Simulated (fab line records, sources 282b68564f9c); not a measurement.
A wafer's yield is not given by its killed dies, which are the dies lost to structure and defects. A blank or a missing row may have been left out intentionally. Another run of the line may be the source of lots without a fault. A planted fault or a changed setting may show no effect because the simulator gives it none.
8D (eight disciplines) problem report, filled in by code || flow rit_cmos || the parts of the form that need people (team, actions taken, sign-off) are left out

## 1. THE ISSUE
Mean REOX_OXIDE_THK at RIT_REOX_THK_MEAS_04: 29.4 nm over 6 wafers in 2 lots; fault-free wafers: 25.4 nm, standard deviation 0.39. Relative to the usual mean, that is a shift of +10 standard deviations.
The first sign was on wafer L362.1 at day 3 22:06, on film_metro-01. The record has a number at this step for 42 wafers belonging to 14 lots. By rule, "out" or "out of limits" means more than 4 standard deviations away from the usual mean. The rest of the wafers with a number are treated as sound.

## 2. WHAT THIS IS AND IS NOT
{"question": "which readings at this step", "is": "REOX_OXIDE_THK", "is not": "-"}
{"question": "which lots", "is": "L362, L366", "is not": "L357, L358, L359, L360, L361, L365, L372, L375, L377, L378, L379, L380"}
{"question": "which wafers of those lots", "is": "all that have a number", "is not": "-"}
{"question": "read on which gauges", "is": "film_metro-01", "is not": "film_metro-02, film_metro-03"}
{"question": "when", "is": "from day 3 22:06", "is not": "up to then (15 sound wafers); but 21 sound wafers of L365, L372, L375, L377, L378, L379, L380 came after"}

## 3. WHAT RULES OUT EACH SUSPECT
Counting: a tool at a process step up to the reading stays a suspect if it ran every lot that is out and no sound lot after the first of them.
- the gauge at RIT_REOX_THK_MEAS_04 is ruled out. All the wafers that are out were read on film_metro-01, but those of them that RIT_REOX_OXIDATION_03 has rows for are out there too, on other tools.
- furnace-02 at RIT_REOX_OXIDATION_03 (target thk 25.2 nm, ox time 5580 s): ruled out as a lasting fault. Following L362 (day 3 19:33), the first lot on it that is out, the sound lots L379 were run on it.
Left after counting: nothing in the record.

## 4. THE CAUSE (what the simulator had put in)
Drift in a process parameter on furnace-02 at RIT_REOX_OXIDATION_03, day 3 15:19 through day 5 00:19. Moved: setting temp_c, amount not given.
The count ruled it out by mistake, since the rule takes a fault to strike every lot its tool runs from the start of the fault on, and this one did not do so.

## 5. SEQUENCE OF EFFECTS, ordered by route
Rows list readings where the struck wafers' mean (over those with a number) sits beyond 3 standard deviations from the usual. Only readings for which the record gives a usual standard deviation are gone through. hours: the time from each lot's start at the first step in this table that gives one to its start at this step, as a median over the lots. sigmas: the change in usual standard deviations.
{"hours": 0, "step": "RIT_REOX_OXIDATION_03", "reading": "spike_tc_centre_C", "usual": "902.4 C", "on struck wafers": 918.6, "change": "+16.2", "sigmas": "+12"}
{"hours": 0, "step": "RIT_REOX_OXIDATION_03", "reading": "spike_tc_load_C", "usual": "924.1 C", "on struck wafers": 939.5, "change": "+15.4", "sigmas": "+15"}
{"hours": 0, "step": "RIT_REOX_OXIDATION_03", "reading": "spike_tc_source_C", "usual": "923 C", "on struck wafers": 939, "change": "+16", "sigmas": "+4.5"}
{"hours": 0, "step": "RIT_REOX_OXIDATION_03", "reading": "tube_center_temp_C", "usual": "900 C", "on struck wafers": 915, "change": "+15", "sigmas": "+99 or more"}
{"hours": 0, "step": "RIT_REOX_OXIDATION_03", "reading": "tube_center_temp_C_max", "usual": 902.4, "on struck wafers": 917.3, "change": "+14.9", "sigmas": "+39"}
{"hours": 3, "step": "RIT_REOX_THK_MEAS_04", "reading": "REOX_OXIDE_THK", "usual": "25.4 nm", "on struck wafers": 29.4, "change": "+4.0", "sigmas": "+10"}
Here are the process steps it includes:
- RIT_REOX_OXIDATION_03: target thk 25.2 nm, ox time 5580 s.

## 6. WHAT WOULD HAVE CAUGHT IT SOONER
The first out-of-limits reading at a measuring or inspecting step in this record came at day 3 22:06, 7 hours after the fault's start at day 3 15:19.
The tool's own readings at RIT_REOX_OXIDATION_03 were out on every struck wafer that the step has a row for (spike_tc_centre_C, spike_tc_load_C, spike_tc_source_C, tube_center_temp_C, tube_center_temp_C_max): an alarm limit on them would have fired on the first of those.
